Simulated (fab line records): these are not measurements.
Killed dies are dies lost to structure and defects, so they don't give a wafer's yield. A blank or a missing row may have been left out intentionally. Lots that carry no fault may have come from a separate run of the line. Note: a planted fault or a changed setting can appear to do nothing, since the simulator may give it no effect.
Which tool is to blame? :: flow berkeley_cmos170 :: Sampling: 13 lots, 39 wafers, 3 of 331 route steps

## WHAT THE GAUGES SHOWED, per wafer
UCB170_NWELL_TW_MEAS_16.
lot: L961
measured: day 2 00:44
on: film_metro-02
NWELL_TW: 1255 1257 1262

lot: L962
measured: day 2 07:33
on: film_metro-01
NWELL_TW: 1224 1232 1226

lot: L964
measured: day 2 16:57
on: film_metro-01
NWELL_TW: 1232 1233 1233

lot: L965
measured: day 2 23:58
on: film_metro-02
NWELL_TW: 1260 1253 1255

lot: L968
measured: day 3 21:37
on: film_metro-04
NWELL_TW: 1244 1248 1247

lot: L969
measured: day 4 01:45
on: film_metro-04
NWELL_TW: 1238 1240 1244

lot: L971
measured: day 4 05:51
on: film_metro-02
NWELL_TW: 1265 1260 1256

lot: L970
measured: day 4 06:13
on: film_metro-04
NWELL_TW: 1242 1244 1247

lot: L972
measured: day 4 11:10
on: film_metro-01
NWELL_TW: 1233 1237 1236

lot: L975
measured: day 5 05:07
on: film_metro-04
NWELL_TW: 1248 1253 1247

lot: L976
measured: day 5 07:32
on: film_metro-04
NWELL_TW: 1261 1255 1253

lot: L982
measured: day 6 11:56
on: film_metro-01
NWELL_TW: 1230 1234 1236

lot: L983
measured: day 6 15:52
on: film_metro-01
NWELL_TW: 1230 1232 1234

## WHICH TOOL RAN EACH LOT (tool, then ch and the chambers of the sampled wafers, then the start)
lot: L961
UCB170_ZERO_STRIP_07: plasma_asher-02 ch 0,1, day 1 17:01
UCB170_NWELL_ETCH_13: rie_diel-03 ch 1,2,3, day 2 00:23

lot: L962
UCB170_ZERO_STRIP_07: plasma_asher-01 ch 0,1, day 1 22:20
UCB170_NWELL_ETCH_13: rie_diel-02 ch 0,2,3, day 2 07:11

lot: L964
UCB170_ZERO_STRIP_07: plasma_asher-02 ch 0,1, day 2 06:47
UCB170_NWELL_ETCH_13: rie_diel-01 ch 1,2, day 2 16:34

lot: L965
UCB170_ZERO_STRIP_07: plasma_asher-04 ch 0,1, day 2 13:56
UCB170_NWELL_ETCH_13: rie_diel-01 ch 1,2,3, day 2 23:37

lot: L968
UCB170_ZERO_STRIP_07: plasma_asher-04 ch 0,1, day 3 05:19
UCB170_NWELL_ETCH_13: rie_diel-01 ch 0,3, day 3 21:15

lot: L969
UCB170_ZERO_STRIP_07: plasma_asher-04 ch 0,1, day 3 11:02
UCB170_NWELL_ETCH_13: rie_diel-02 ch 0,1,3, day 4 01:23

lot: L971
UCB170_ZERO_STRIP_07: plasma_asher-01 ch 0,1, day 3 18:35
UCB170_NWELL_ETCH_13: rie_diel-03 ch 0,2,3, day 4 05:30

lot: L970
UCB170_ZERO_STRIP_07: plasma_asher-04 ch 0,1, day 3 19:07
UCB170_NWELL_ETCH_13: rie_diel-01 ch 0,3, day 4 05:51

lot: L972
UCB170_ZERO_STRIP_07: plasma_asher-01 ch 1, day 4 01:20
UCB170_NWELL_ETCH_13: rie_diel-03 ch 0,3, day 4 10:48

lot: L975
UCB170_ZERO_STRIP_07: plasma_asher-02 ch 0,1, day 4 18:51
UCB170_NWELL_ETCH_13: rie_diel-03 ch 1,2,3, day 5 04:46

lot: L976
UCB170_ZERO_STRIP_07: plasma_asher-01 ch 0,1, day 4 22:07
UCB170_NWELL_ETCH_13: rie_diel-02 ch 0,1,3, day 5 07:10

lot: L982
UCB170_ZERO_STRIP_07: plasma_asher-04 ch 0,1, day 6 01:08
UCB170_NWELL_ETCH_13: rie_diel-01 ch 0,1,2, day 6 11:25

lot: L983
UCB170_ZERO_STRIP_07: plasma_asher-01 ch 0,1, day 6 07:34
UCB170_NWELL_ETCH_13: rie_diel-02 ch 0,1,3, day 6 15:30
- UCB170_ZERO_STRIP_07: strips in O2.
- UCB170_NWELL_ETCH_13: etches Si3N4 in CH3F/Ar/O2, stops on SiO2, target depth 246.4 nm, time 154 s.

## AS READ BY THE TOOLS THEMSELVES (means over the sampled wafers that have a number; for cases with no such wafer, the mark the record gives instead)
UCB170_ZERO_STRIP_07.
lot: L961
tool: plasma_asher-02
drypump_motor_current_A (A): 5.55
oes_product_au (a.u.): 0.726
strip_time_to_endpoint_s (s): 21.49

lot: L962
tool: plasma_asher-01
drypump_motor_current_A (A): 5.42
oes_product_au (a.u.): 0.723
strip_time_to_endpoint_s (s): 21.41

lot: L964
tool: plasma_asher-02
drypump_motor_current_A (A): 5.56
oes_product_au (a.u.): 0.730
strip_time_to_endpoint_s (s): 21.48

lot: L965
tool: plasma_asher-04
drypump_motor_current_A (A): 5.74
oes_product_au (a.u.): 0.724
strip_time_to_endpoint_s (s): 21.50

lot: L968
tool: plasma_asher-04
drypump_motor_current_A (A): 5.50
oes_product_au (a.u.): 0.730
strip_time_to_endpoint_s (s): 21.41

lot: L969
tool: plasma_asher-04
drypump_motor_current_A (A): 5.77
oes_product_au (a.u.): 0.726
strip_time_to_endpoint_s (s): 21.45

lot: L971
tool: plasma_asher-01
drypump_motor_current_A (A): 5.39
oes_product_au (a.u.): 0.726
strip_time_to_endpoint_s (s): 21.45

lot: L970
tool: plasma_asher-04
drypump_motor_current_A (A): 5.50
oes_product_au (a.u.): 0.728
strip_time_to_endpoint_s (s): 21.44

lot: L972
tool: plasma_asher-01
drypump_motor_current_A (A): 5.37
oes_product_au (a.u.): 0.726
strip_time_to_endpoint_s (s): 21.40

lot: L975
tool: plasma_asher-02
drypump_motor_current_A (A): 5.54
oes_product_au (a.u.): 0.730
strip_time_to_endpoint_s (s): 21.42

lot: L976
tool: plasma_asher-01
drypump_motor_current_A (A): 5.41
oes_product_au (a.u.): 0.727
strip_time_to_endpoint_s (s): 21.58

lot: L982
tool: plasma_asher-04
drypump_motor_current_A (A): 5.51
oes_product_au (a.u.): 0.732
strip_time_to_endpoint_s (s): 21.50

lot: L983
tool: plasma_asher-01
drypump_motor_current_A (A): 5.45
oes_product_au (a.u.): 0.728
strip_time_to_endpoint_s (s): 21.41

UCB170_NWELL_ETCH_13.
lot: L961
tool: rie_diel-03
CH3F_flow_sccm (sccm): 19.99
drypump_motor_current_A (A): 6.0
mfc_ar_sccm (sccm): 49.89
oes_product_au (a.u.): 0.922
throttle_valve_pct (%): 8.08

lot: L962
tool: rie_diel-02
CH3F_flow_sccm (sccm): 20.03
drypump_motor_current_A (A): 5.6
mfc_ar_sccm (sccm): 49.97
oes_product_au (a.u.): 0.948
throttle_valve_pct (%): 8.13

lot: L964
tool: rie_diel-01
CH3F_flow_sccm (sccm): 19.95
drypump_motor_current_A (A): 5.7
mfc_ar_sccm (sccm): 50.07
oes_product_au (a.u.): 0.947
throttle_valve_pct (%): 8.05

lot: L965
tool: rie_diel-01
CH3F_flow_sccm (sccm): 19.96
drypump_motor_current_A (A): 5.9
mfc_ar_sccm (sccm): 49.97
oes_product_au (a.u.): 0.945
throttle_valve_pct (%): 8.03

lot: L968
tool: rie_diel-01
CH3F_flow_sccm (sccm): 20.03
drypump_motor_current_A (A): 6.2
mfc_ar_sccm (sccm): 49.97
oes_product_au (a.u.): 0.937
throttle_valve_pct (%): 8.15

lot: L969
tool: rie_diel-02
CH3F_flow_sccm (sccm): 20.00
drypump_motor_current_A (A): 5.6
mfc_ar_sccm (sccm): 50.02
oes_product_au (a.u.): 0.935
throttle_valve_pct (%): 8.19

lot: L971
tool: rie_diel-03
CH3F_flow_sccm (sccm): 20.05
drypump_motor_current_A (A): 6.3
mfc_ar_sccm (sccm): 49.88
oes_product_au (a.u.): 0.934
throttle_valve_pct (%): 8.09

lot: L970
tool: rie_diel-01
CH3F_flow_sccm (sccm): 20.02
drypump_motor_current_A (A): 6.0
mfc_ar_sccm (sccm): 50.03
oes_product_au (a.u.): 0.930
throttle_valve_pct (%): 8.19

lot: L972
tool: rie_diel-03
CH3F_flow_sccm (sccm): 20.00
drypump_motor_current_A (A): 6.0
mfc_ar_sccm (sccm): 50.07
oes_product_au (a.u.): 0.931
throttle_valve_pct (%): 8.01

lot: L975
tool: rie_diel-03
CH3F_flow_sccm (sccm): 19.99
drypump_motor_current_A (A): 6.0
mfc_ar_sccm (sccm): 50.09
oes_product_au (a.u.): 0.925
throttle_valve_pct (%): 8.09

lot: L976
tool: rie_diel-02
CH3F_flow_sccm (sccm): 20.02
drypump_motor_current_A (A): 5.6
mfc_ar_sccm (sccm): 50.00
oes_product_au (a.u.): 0.933
throttle_valve_pct (%): 8.21

lot: L982
tool: rie_diel-01
CH3F_flow_sccm (sccm): 20.03
drypump_motor_current_A (A): 5.6
mfc_ar_sccm (sccm): 50.04
oes_product_au (a.u.): 0.946
throttle_valve_pct (%): 8.08

lot: L983
tool: rie_diel-02
CH3F_flow_sccm (sccm): 19.94
drypump_motor_current_A (A): 5.6
mfc_ar_sccm (sccm): 50.16
oes_product_au (a.u.): 0.926
throttle_valve_pct (%): 8.20

## THE ANSWER, worked out from the rows above alone
Rule: what is usual is taken from the lots themselves. The widest of any qualifying gaps counts: lots, ordered by their means at a reading, are off when they make up no more than a third of the lots, leave a main group of 4 or more, and stand apart from it by 3 or more times the standard deviation of that group's means. A main group is skipped when, at the precision printed for the reading in the tables above, its means are all equal. A lot without any number at a reading at which 4 lots or more have one is off too. Any other lot the step has rows for is counted as sound. After the gauges, taken in route order, come the tools' own readings; for these a lot's mean is taken, as printed above. The first step at which some lot is off is used, and at that step the reading that is off furthest; a lot without a number counts as furthest.
None of the lots is off at any reading shown; this tells nothing.

## WHAT THE SIMULATOR PUT IN
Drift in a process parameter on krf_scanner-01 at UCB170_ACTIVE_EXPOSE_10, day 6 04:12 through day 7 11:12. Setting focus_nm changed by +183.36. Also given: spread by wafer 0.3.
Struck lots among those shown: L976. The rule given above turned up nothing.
